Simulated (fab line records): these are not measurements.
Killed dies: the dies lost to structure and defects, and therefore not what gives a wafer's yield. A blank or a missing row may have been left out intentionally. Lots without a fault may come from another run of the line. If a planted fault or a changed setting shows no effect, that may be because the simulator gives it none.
Which tool did it? / flow berkeleyCmos170 / 13 lots with 39 wafers sampled at 3 steps, on a route of 331 steps

== WHAT EACH GAUGE READ, for each wafer ==
UCB170_M2_RS_MEAS_02: a four-point-probe measurement.
lot=L373; measured=day 8 21:50; on=filmMetro-02; M2_AL_RS (ohm/sq)=0.0317 0.0316 0.0318
lot=L374; measured=day 8 22:08; on=filmMetro-03; M2_AL_RS (ohm/sq)=0.0318 0.0319 0.0314
lot=L377; measured=day 9 13:41; on=filmMetro-03; M2_AL_RS (ohm/sq)=0.0320 0.0320 0.0320
lot=L378; measured=day 9 15:34; on=filmMetro-04; M2_AL_RS (ohm/sq)=0.0322 0.0321 0.0320
lot=L376; measured=day 9 16:21; on=filmMetro-02; M2_AL_RS (ohm/sq)=0.0321 0.0317 0.0321
lot=L379; measured=day 10 00:28; on=filmMetro-04; M2_AL_RS (ohm/sq)=0.0316 0.0317 0.0318
lot=L380; measured=day 10 02:09; on=filmMetro-04; M2_AL_RS (ohm/sq)=0.0322 0.0324 0.0322
lot=L383; measured=day 10 23:47; on=filmMetro-03; M2_AL_RS (ohm/sq)=0.0314 0.0315 0.0315
lot=L386; measured=day 11 14:30; on=filmMetro-03; M2_AL_RS (ohm/sq)=0.0444 0.0320 0.0321
lot=L387; measured=day 12 12:23; on=filmMetro-03; M2_AL_RS (ohm/sq)=0.0314 0.0316 0.0316
lot=L388; measured=day 12 13:56; on=filmMetro-03; M2_AL_RS (ohm/sq)=0.0314 0.0316 0.0314
lot=L392; measured=day 13 12:56; on=filmMetro-02; M2_AL_RS (ohm/sq)=0.0316 0.0315 0.0317
lot=L393; measured=day 13 13:15; on=filmMetro-03; M2_AL_RS (ohm/sq)=0.0321 0.0318 0.0320

UCB170_M2_THK_MEAS_03: measures by xrf.
lot=L373; measured=day 8 21:57; on=filmMetro-02; M2_AL_THK (nm)=911 924 911
lot=L374; measured=day 8 22:15; on=filmMetro-03; M2_AL_THK (nm)=924 921 935
lot=L377; measured=day 9 13:49; on=filmMetro-03; M2_AL_THK (nm)=920 921 916
lot=L378; measured=day 9 15:41; on=filmMetro-04; M2_AL_THK (nm)=903 904 904
lot=L376; measured=day 9 16:28; on=filmMetro-02; M2_AL_THK (nm)=897 917 905
lot=L379; measured=day 10 00:34; on=filmMetro-04; M2_AL_THK (nm)=923 916 919
lot=L380; measured=day 10 02:16; on=filmMetro-04; M2_AL_THK (nm)=906 910 904
lot=L383; measured=day 10 23:55; on=filmMetro-03; M2_AL_THK (nm)=925 929 928
lot=L386; measured=day 11 14:37; on=filmMetro-03; M2_AL_THK (nm)=666 919 915
lot=L387; measured=day 12 12:30; on=filmMetro-03; M2_AL_THK (nm)=934 924 925
lot=L388; measured=day 12 14:01; on=filmMetro-03; M2_AL_THK (nm)=934 927 935
lot=L392; measured=day 13 13:03; on=filmMetro-02; M2_AL_THK (nm)=905 913 914
lot=L393; measured=day 13 13:21; on=filmMetro-03; M2_AL_THK (nm)=912 925 917

== WHAT TOOL EACH LOT RAN ON (gives the tool, then ch and the chambers of the sampled wafers, and finally the start) ==
lot=L373; UCB170_M2_SPUTTER_01=pvdSputter-03, day 8 21:44
lot=L374; UCB170_M2_SPUTTER_01=pvdSputter-02, day 8 22:02
lot=L377; UCB170_M2_SPUTTER_01=pvdSputter-04, day 9 13:37
lot=L378; UCB170_M2_SPUTTER_01=pvdSputter-04, day 9 15:29
lot=L376; UCB170_M2_SPUTTER_01=pvdSputter-03, day 9 16:16
lot=L379; UCB170_M2_SPUTTER_01=pvdSputter-02, day 10 00:21
lot=L380; UCB170_M2_SPUTTER_01=pvdSputter-04, day 10 02:04
lot=L383; UCB170_M2_SPUTTER_01=pvdSputter-03, day 10 23:43
lot=L386; UCB170_M2_SPUTTER_01=pvdSputter-04, day 11 14:25
lot=L387; UCB170_M2_SPUTTER_01=pvdSputter-02, day 12 12:17
lot=L388; UCB170_M2_SPUTTER_01=pvdSputter-03, day 12 13:47
lot=L392; UCB170_M2_SPUTTER_01=pvdSputter-02, day 13 12:51
lot=L393; UCB170_M2_SPUTTER_01=pvdSputter-03, day 13 13:07
- UCB170_M2_SPUTTER_01: material Al, target thk 900 nm, time 120 s.

== WHAT THE TOOLS THEMSELVES READ (means of the sampled wafers that have a number; where no wafer has one, the mark that the record gives instead) ==
UCB170_M2_SPUTTER_01.
lot=L373; tool=pvdSputter-03; throttleValvePct (%)=30.7
lot=L374; tool=pvdSputter-02; throttleValvePct (%)=30.2
lot=L377; tool=pvdSputter-04; throttleValvePct (%)=29.9
lot=L378; tool=pvdSputter-04; throttleValvePct (%)=29.6
lot=L376; tool=pvdSputter-03; throttleValvePct (%)=30.2
lot=L379; tool=pvdSputter-02; throttleValvePct (%)=30.7
lot=L380; tool=pvdSputter-04; throttleValvePct (%)=29.0
lot=L383; tool=pvdSputter-03; throttleValvePct (%)=30.3
lot=L386; tool=pvdSputter-04; throttleValvePct (%)=30.0
lot=L387; tool=pvdSputter-02; throttleValvePct (%)=30.3
lot=L388; tool=pvdSputter-03; throttleValvePct (%)=30.3
lot=L392; tool=pvdSputter-02; throttleValvePct (%)=30.0
lot=L393; tool=pvdSputter-03; throttleValvePct (%)=30.6

== THE ANSWER, worked out from the rows above alone ==
Rule: the lots themselves supply what counts as usual. The widest of any qualifying gaps counts: lots, ordered by their means at a reading, are off when they make up no more than a third of the lots, leave a main group of 4 or more, and stand apart from it by 3 or more times the standard deviation of that group's means. Not used: any main group whose means are identical at the precision the tables above print for the reading. A lot without any number at a reading at which 4 lots or more have one is off too. Where the step has rows for the other lots, those lots are counted as sound. The gauges are gone through in route order, then the tools' own readings, and for those a lot's mean is taken as printed above. At the first step where some lot is off, the reading lying furthest off is the one used; lots without a number count as furthest.
Off: at UCB170_M2_RS_MEAS_02 (M2_AL_RS), L386. For the main group the mean is 0.0318 ohm/sq and the standard deviation 0.00025.
If a tool, at a process step before that reading, ran all the lots that are off and no sound lot after the first of them, it fits. The gauges at UCB170_M2_RS_MEAS_02 are tried like those tools. One candidate fits, namely pvdSputter-04 at UCB170_M2_SPUTTER_01. A fault onset in the window from L380 (day 10 02:04, its last sound lot) to L386 (day 11 14:25, its first lot off) fits.

== WHAT HAD BEEN PUT IN BY THE SIMULATOR ==
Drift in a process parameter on pvdSputter-04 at UCB170_M2_SPUTTER_01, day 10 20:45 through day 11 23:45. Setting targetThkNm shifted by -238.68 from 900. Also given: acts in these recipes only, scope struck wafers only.
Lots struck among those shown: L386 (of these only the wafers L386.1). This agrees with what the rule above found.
